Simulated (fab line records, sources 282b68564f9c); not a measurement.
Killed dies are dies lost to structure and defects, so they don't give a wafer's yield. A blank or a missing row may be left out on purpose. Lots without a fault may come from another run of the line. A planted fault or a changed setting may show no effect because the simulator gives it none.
One fault seen from 2 desks | flow rit_cmos | each desk has only its own numbers; what lay behind them comes last

THE METROLOGY DESK
What the gauges read, lot by lot, whatever tool the lot ran on: means of the sampled wafers that have a number. A lot is out of limits, marked OUT, if its mean lies more than 4 standard deviations from the usual mean; the brackets give that distance.
Columns: A = cd_nm at RIT_M1_CD_MEAS_09, usual 2600.1 nm; B = M1_OVL at RIT_M1_OVL_MEAS_10, usual 0.5 nm; C = cd_nm at RIT_M1_CD_MEAS_90, usual 2599 nm; D = M1_BOW at RIT_M1_BOW_MEAS_16, usual 16 um
lot  | first seen here | A      | B    | C    | D
L535 | day 3 08:20     | 2599.8 | 1.7  | 2597 | 15
L545 | day 5 09:19     | 2597.6 | 1.5  | 2596 | 9
L546 | day 5 18:26     | 2602.2 | 2.6  | 2602 | 19
L547 | day 5 21:38     | 2601.9 | 2.3  | 2599 | 22
L553 | day 7 04:40     | 2601.6 | 0.4  | 2600 | 19
L555 | day 7 13:17     | 2600.9 | -0.9 | 2598 | 15
L557 | day 8 02:28     | 2597.4 | 1.0  | 2595 | 16
This desk's finding: nothing out of limits on any of the 7 lots.

THE TOOL OWNER'S DESK: furnace-02
The tool's own readings at RIT_M1_ANNEAL_15 (time 1800 s): means of the sampled wafers that have a number, for each lot that ran on this tool. A lot is out of limits, marked OUT, if its mean lies more than 4 standard deviations from the usual mean; the brackets give that distance.
Columns: A = tube_center_temp_C at RIT_M1_ANNEAL_15, usual 450 C
lot  | first seen here | A
L535 | day 3 09:25     | 450
L545 | day 5 10:21     | 450
L546 | day 5 19:31     | 450
L547 | day 5 22:38     | 450
L553 | day 7 05:53     | 450
L555 | day 7 14:20     | 450
L557 | day 8 03:41     | 450
This desk's finding: nothing out of limits on any of the 7 lots.

PUT TOGETHER
The metrology desk saw nothing out of limits.
The tool owner's desk saw nothing out of limits.

WHAT THE SIMULATOR HAD PUT IN
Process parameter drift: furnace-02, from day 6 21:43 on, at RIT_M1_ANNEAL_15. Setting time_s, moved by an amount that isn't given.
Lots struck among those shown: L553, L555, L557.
